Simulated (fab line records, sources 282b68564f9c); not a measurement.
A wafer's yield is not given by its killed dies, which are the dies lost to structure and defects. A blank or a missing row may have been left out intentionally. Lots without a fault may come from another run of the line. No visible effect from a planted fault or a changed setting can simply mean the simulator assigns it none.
fab line records ; flow rit-cmos
record: lots: 6; wafers: 18; last-day: 7
route steps=202 shown NLDD@103 PLDD@114 M1@202
lots with no fault: from the same line, run without faults
start-h: start of the lot's first displayed wafer, in hours after the record's first day ; wait-h: time in hours since the lot's previous step ; " as in the row above ; L1.1+2: a row that stands for several wafers ; - either no value or no given start ; * or withheld: withheld ; < > ~ a bound
route shown NAME@n: a module of which the file shows steps, and the number in the route of the first ; usual: average and standard deviation across the fault-free wafers ; same: alike in all rows ; chamber/n: place in a boat ; sites: the reading at each site ; _std_site: standard deviation of those values ; _edge_site: outer sites' mean less inner sites' ; radius-mm: how far each site lies from the wafer's centre ; mask NAME#n: copy n ; behind: the tool/chamber that last shaped the wafer ; hold: reason for holding the lot/hours on hold/outcome of the hold ; device: which transistor (n, p or np) failed to switch ; end of line: tests run on the same wafers once the route is complete ; for a step that has no rows: nothing shown but its recipe ; killed: the dies lost at the first sort to structure and to defects; this is not the yield of the wafer ; map: a wafer's dies, marking killed ones x, the rest . and places with no die _
set.NAME: the setting the step ran with; set.NAME@STEP: the setting that earlier step ran with ; model.NAME: the simulator's own value behind a step, which no gauge read
lots seen at some steps along the route; tables by step, rows by wafer
services: from which hour (start-h, from the record's first day; less than 0 if before it) a tool's chamber was out of use, for how many hours, and why
== steps ==
step: RIT_NLDD_HMDS_00
recipe: prime-time-s: 60; prime-temp-c: 140
step: RIT_NLDD_COAT_01
recipe: resist: NOVOLAK; spin-rpm: 3250; resist-thk-nm: 1000
step: RIT_NLDD_SOFTBAKE_02
recipe: resist: NOVOLAK; temp-c: 90; time-s: 60
step: RIT_NLDD_EXPOSE_03
recipe: mask-id: M7; na: 0.57; target-cd-nm: 40700; dose-mj: 250
step: RIT_NLDD_PEB_04
recipe: resist: NOVOLAK; temp-c: withheld; time-s: withheld
step: RIT_NLDD_DEVELOP_05
recipe: resist: NOVOLAK; develop-time-s: 50; dev-temp-c: 23
step: RIT_NLDD_OVL_MEAS_06
usual: NLDD_OVL: -0.5/1.3
lot.wafer;tool;chamber;start-h;wait-h;NLDD_OVL[nm]
L179.1;overlay-02;-;96.43;-;-0.3
L179.3;overlay-02;-;96.43;-;0.5
L179.6;overlay-02;-;96.43;-;1.2
L180.3;overlay-01;-;97.16;-;1.3
L180.4;overlay-01;-;97.16;-;0.9
L180.6;overlay-01;-;97.16;-;1.4
L184.2;overlay-01;-;115.44;-;0.7
L184.3;overlay-01;-;115.44;-;1.2
L184.4;overlay-01;-;115.44;-;0.7
L186.3;overlay-02;-;126.24;-;-0.3
L186.4;overlay-02;-;126.24;-;-2.8
L186.5;overlay-02;-;126.24;-;-1.3
L189.1;overlay-02;-;141.73;-;-1.6
L189.2;overlay-02;-;141.73;-;1.2
L189.4;overlay-02;-;141.73;-;-1.1
L192.1;overlay-01;-;161.73;-;-1.4
L192.2;overlay-01;-;161.73;-;-0.2
L192.5;overlay-01;-;161.73;-;-2.8
step: RIT_NLDD_HARDBAKE_07
recipe: resist: NOVOLAK; temp-c: 139.2; time-s: 60
step: RIT_NLDD_IMPLANT_08
recipe: species: P; energy-kev: 20; dose-cm2: 5e+14; tilt-deg: 7
step: RIT_NLDD_STRIP_09
recipe: chemistry: O2; time-s: 180; resist: NOVOLAK; platen-temp-c: withheld; power-w: 500; pressure-mtorr: 4000; o2-flow-sccm: 4000
usual: drypump-motor-current-A: 5.8/0.31
lot.wafer;tool;chamber;start-h;wait-h;drypump-motor-current-A;rf-hours-counter-h
L179.1;plasma-asher-02;0;96.77;0.1;6.0;30
L179.3;plasma-asher-02;0;96.77;0.1;6.0;-
L179.6;plasma-asher-02;1;96.77;0.1;5.3;-
L180.3;plasma-asher-02;0;97.54;0.1;6.0;-
L180.4;plasma-asher-02;1;97.54;0.1;5.3;-
L180.6;plasma-asher-02;1;97.54;0.1;5.3;-
L184.2;plasma-asher-02;1;115.77;0.1;5.3;33
L184.3;plasma-asher-02;1;115.77;0.1;5.4;-
L184.4;plasma-asher-02;0;115.77;0.1;6.0;-
L186.3;plasma-asher-02;0;126.68;0.1;6.0;-
L186.4;plasma-asher-02;1;126.68;0.1;5.3;-
L186.5;plasma-asher-02;1;126.68;0.1;5.3;-
L189.1;plasma-asher-03;0;142.06;0.1;6.1;51
L189.2;plasma-asher-03;1;142.06;0.1;5.9;51
L189.4;plasma-asher-03;0;142.06;0.1;6.1;-
L192.1;plasma-asher-04;1;162.07;0.1;5.8;4
L192.2;plasma-asher-04;0;162.07;0.1;5.8;4
L192.5;plasma-asher-04;0;162.07;0.1;5.8;-
step: RIT_NLDD_TW_MEAS_10
usual: NLDD_TW: 2508/13
lot.wafer;tool;chamber;start-h;wait-h;NLDD_TW
L179.1;film-metro-01;-;96.94;0.1;2534
L179.3;film-metro-01;-;96.94;0.1;2527
L179.6;film-metro-01;-;96.94;0.1;2531
L180.3;film-metro-02;-;97.67;0.1;2511
L180.4;film-metro-02;-;97.67;0.1;2510
L180.6;film-metro-02;-;97.67;0.1;2506
L184.2;film-metro-02;-;115.96;0.1;2517
L184.3;film-metro-02;-;115.96;0.1;2517
L184.4;film-metro-02;-;115.96;0.1;2510
L186.3;film-metro-02;-;126.82;0.1;2513
L186.4;film-metro-02;-;126.82;0.1;2505
L186.5;film-metro-02;-;126.82;0.1;2519
L189.1;film-metro-03;-;142.24;0.1;2493
L189.2;film-metro-03;-;142.24;0.1;2479
L189.4;film-metro-03;-;142.24;0.1;2499
L192.1;film-metro-02;-;162.25;0.1;2488
L192.2;film-metro-02;-;162.25;0.1;2504
L192.5;film-metro-02;-;162.25;0.1;2480
step: RIT_PLDD_HMDS_00
recipe: prime-time-s: 60; prime-temp-c: 140
step: RIT_PLDD_COAT_01
recipe: resist: NOVOLAK; spin-rpm: 3250; resist-thk-nm: 1000
usual: exhaust-pa: 45.0/0.89; spin-speed-rpm: 3249.9/2.2
lot.wafer;tool;chamber;start-h;wait-h;exhaust-pa;spin-speed-rpm;model.NOVOLAK_of_PLDD_COAT_01.thk-nm
L179.1;litho-track-01;0;97.15;0.1;44.5;3251.2;997.8
L179.3;litho-track-01;0;97.15;0.1;45.3;3246.8;1000
L179.6;litho-track-01;0;97.15;0.1;44.2;3252.0;997.2
L180.3;litho-track-04;0;97.91;0.1;45.5;3247.8;1003
L180.4;litho-track-04;0;97.91;0.1;45.4;3247.5;1001
L180.6;litho-track-04;0;97.91;0.1;46.5;3251.0;1002
L184.2;litho-track-04;0;116.18;0.1;46.1;3370.3;981.2
L184.3;litho-track-04;0;116.18;0.1;45.0;3366.0;984.2
L184.4;litho-track-04;0;116.18;0.1;44.4;3370.2;978.9
L186.3;litho-track-04;0;127.06;0.1;45.1;3367.3;977.9
L186.4;litho-track-04;0;127.06;0.1;44.6;3368.7;980.3
L186.5;litho-track-04;0;127.06;0.1;44.8;3372.9;978.3
L189.1;litho-track-02;0;142.45;0.1;45.4;3250.3;995.1
L189.2;litho-track-02;0;142.45;0.1;44.8;3249.5;998
L189.4;litho-track-02;0;142.45;0.1;45.3;3249.7;997.9
L192.1;litho-track-02;0;162.46;0.1;44.7;3250.4;999.1
L192.2;litho-track-02;0;162.46;0.1;43.9;3248.2;998.5
L192.5;litho-track-02;0;162.46;0.1;44.6;3247.5;997.5
step: RIT_PLDD_SOFTBAKE_02
recipe: resist: NOVOLAK; temp-c: 90; time-s: 60
step: RIT_PLDD_EXPOSE_03
recipe: mask-id: M8; na: 0.57; target-cd-nm: 40900; dose-mj: 250
step: RIT_PLDD_PEB_04
recipe: resist: NOVOLAK; temp-c: withheld; time-s: withheld
step: RIT_PLDD_DEVELOP_05
recipe: resist: NOVOLAK; develop-time-s: 50; dev-temp-c: 23
step: RIT_PLDD_OVL_MEAS_06
usual: PLDD_OVL: 0.2/1.3
lot.wafer;tool;chamber;start-h;wait-h;PLDD_OVL[nm]
L179.1;overlay-02;-;97.98;-;1.0
L179.3;overlay-02;-;97.98;-;-0.1
L179.6;overlay-02;-;97.98;-;-0.4
L180.3;overlay-01;-;98.58;-;0.6
L180.4;overlay-01;-;98.58;-;2.1
L180.6;overlay-01;-;98.58;-;1.1
L184.2;overlay-02;-;116.99;-;1.8
L184.3;overlay-02;-;116.99;-;0.5
L184.4;overlay-02;-;116.99;-;2.1
L186.3;overlay-02;-;127.85;-;-0.7
L186.4;overlay-02;-;127.85;-;-0.5
L186.5;overlay-02;-;127.85;-;3.2
L189.1;overlay-02;-;143.15;-;-1.0
L189.2;overlay-02;-;143.15;-;-1.5
L189.4;overlay-02;-;143.15;-;-2.4
L192.1;overlay-01;-;163.16;-;-0.2
L192.2;overlay-01;-;163.16;-;-1.4
L192.5;overlay-01;-;163.16;-;0.1
step: RIT_PLDD_HARDBAKE_07
recipe: resist: NOVOLAK; temp-c: 140; time-s: 60
usual: exhaust-pa: 45.0/0.73
lot.wafer;tool;chamber;start-h;wait-h;exhaust-pa;model.NOVOLAK_of_PLDD_COAT_01.thk-nm
L179.1;litho-track-01;0;98.01;0.0;44.8;881.9
L179.3;litho-track-01;0;98.01;0.0;44.8;883.9
L179.6;litho-track-01;0;98.01;0.0;45.4;881.4
L180.3;litho-track-04;0;98.65;0.1;44.2;886.2
L180.4;litho-track-04;0;98.65;0.1;44.6;884.9
L180.6;litho-track-04;0;98.65;0.1;45.7;885.5
L184.2;litho-track-04;0;117.04;0.0;46.4;867.4
L184.3;litho-track-04;0;117.04;0.0;45.3;870
L184.4;litho-track-04;0;117.04;0.0;44.1;865.3
L186.3;litho-track-02;0;127.92;0.1;45.1;864.5
L186.4;litho-track-02;0;127.92;0.1;45.9;866.6
L186.5;litho-track-02;0;127.92;0.1;46.0;864.8
L189.1;litho-track-01;0;143.19;0.0;43.7;879.5
L189.2;litho-track-01;0;143.19;0.0;45.0;882
L189.4;litho-track-01;0;143.19;0.0;45.5;882
L192.1;litho-track-01;0;163.19;0.0;43.5;882.9
L192.2;litho-track-01;0;163.19;0.0;45.6;882.5
L192.5;litho-track-01;0;163.19;0.0;44.9;881.6
step: RIT_PLDD_IMPLANT_08
recipe: species: BF2; energy-kev: 20; dose-cm2: 9e+14; tilt-deg: 7.148
step: RIT_M1_PROBE_99
usual: killed-at-contacts: 0.1/0.32; killed-at-front-end: 6.7/2.9; killed-dies: 6.8/2.9; killed-on-rim: 1.8/1.4; killed-open: 3.3/1.7; killed-short: 3.4/2.1
same: gross-dies: 264; killed_at_M0_to_M3: 0; killed_at_M4_up: 0; killed-at-back-side: 0; killed-at-other: 0
lot.wafer;tool;chamber;start-h;wait-h;killed-at-contacts;killed-at-front-end;killed-dies;killed-on-rim;killed-open;killed-short
L180.3;prober-01;-;113.77;0.2;0;6;6;1;4;2
L180.4;prober-01;-;113.82;0.2;0;9;9;1;3;5
L180.6;prober-01;-;113.92;0.2;0;4;4;2;4;0
L189.1;prober-02;-;156.98;0.1;0;8;8;1;3;5
L189.2;prober-02;-;157.03;0.1;0;10;10;2;7;3
L189.4;prober-02;-;157.13;0.2;0;6;6;0;4;2
killed by level:class
L180.3 GATE:geometric-particle:open=2 FOX1:geometric-particle:short=1 GATE:geometric-particle:short=1 REOX:geometric-particle:open=1 SILICIDE:geometric-particle:open=1
L180.4 GATE:geometric-particle:open=2 FOX2:geometric-particle:open=1 FOX2:geometric-particle:short=1 GATE:geometric-particle:short=1 REOX:geometric-particle:short=1 SPACER:geometric-particle:short=1 SILICIDE:geometric-particle:short=1 NRETRO:coat-microbubble-printed=1
L180.6 FOX1:geometric-particle:open=1 FOX2:geometric-particle:open=1 SPACER:geometric-particle:open=1 SILICIDE:geometric-particle:open=1
L189.1 REOX:geometric-particle:short=2 SPACER:geometric-particle:short=2 FOX1:geometric-particle:open=1 GATE:geometric-particle:short=1 SPACER:geometric-particle:open=1 SILICIDE:geometric-particle:open=1
L189.2 GATE:geometric-particle:open=3 FOX1:geometric-particle:short=1 FOX1:geometric-particle:open=1 FOX2:geometric-particle:short=1 GATE:geometric-particle:short=1 REOX:geometric-particle:open=1 SPACER:geometric-particle:open=1 SILICIDE:geometric-particle:open=1
L189.4 FOX1:geometric-particle:short=1 FOX2:geometric-particle:open=1 REOX:geometric-particle:open=1 REOX:geometric-particle:short=1 SPACER:geometric-particle:open=1 SILICIDE:geometric-particle:open=1
== services ==
tool;chamber;start-h;hours;kind
plasma-asher-04;-;108.81;9.0;pm
plasma-asher-04;0;108.81;9.0;vent-cycle
plasma-asher-04;1;108.81;9.0;vent-cycle
plasma-asher-02;-;116.39;3.3;repair
plasma-asher-04;0;117.81;-;clean
plasma-asher-04;1;117.81;-;clean
plasma-asher-04;-;153.94;2.8;pm
== key ==
first-sign: step: RIT_PLDD_COAT_01; reading: spin-speed-rpm; direction: up; sigmas: 55; usual: 3249.9; struck: 3369.2
effect none on later readings
model-effect: step: RIT_PLDD_COAT_01; value: NOVOLAK_of_PLDD_COAT_01.thk-nm; without: 998; struck: 980.1
model-effect: step: RIT_PLDD_HARDBAKE_07; value: NOVOLAK_of_PLDD_COAT_01.thk-nm; without: 882; struck: 866.4
met-at RIT_PLDD_COAT_01
struck-wafers L184.2,L184.3,L184.4,L186.3,L186.4,L186.5
tester-left-out L184,L186
onset-between 97.91 116.18
fault: kind: process-parameter-drift; tool: litho-track-04; chamber: -; onset-h: 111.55; steps: RIT_PLDD_COAT_01; channel: spin-rpm; offset: 119.23; shape: step; end-h: 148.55; acts-in: these-recipes-only; stated: 3250
tester-left-out: of these lots the tester's yield and bins aren't shown, on N5 and GAA mostly nor the transistor test; their killed dies are dies lost to structure and defects alone, not to doping, threshold or leakage, so they don't give the yield
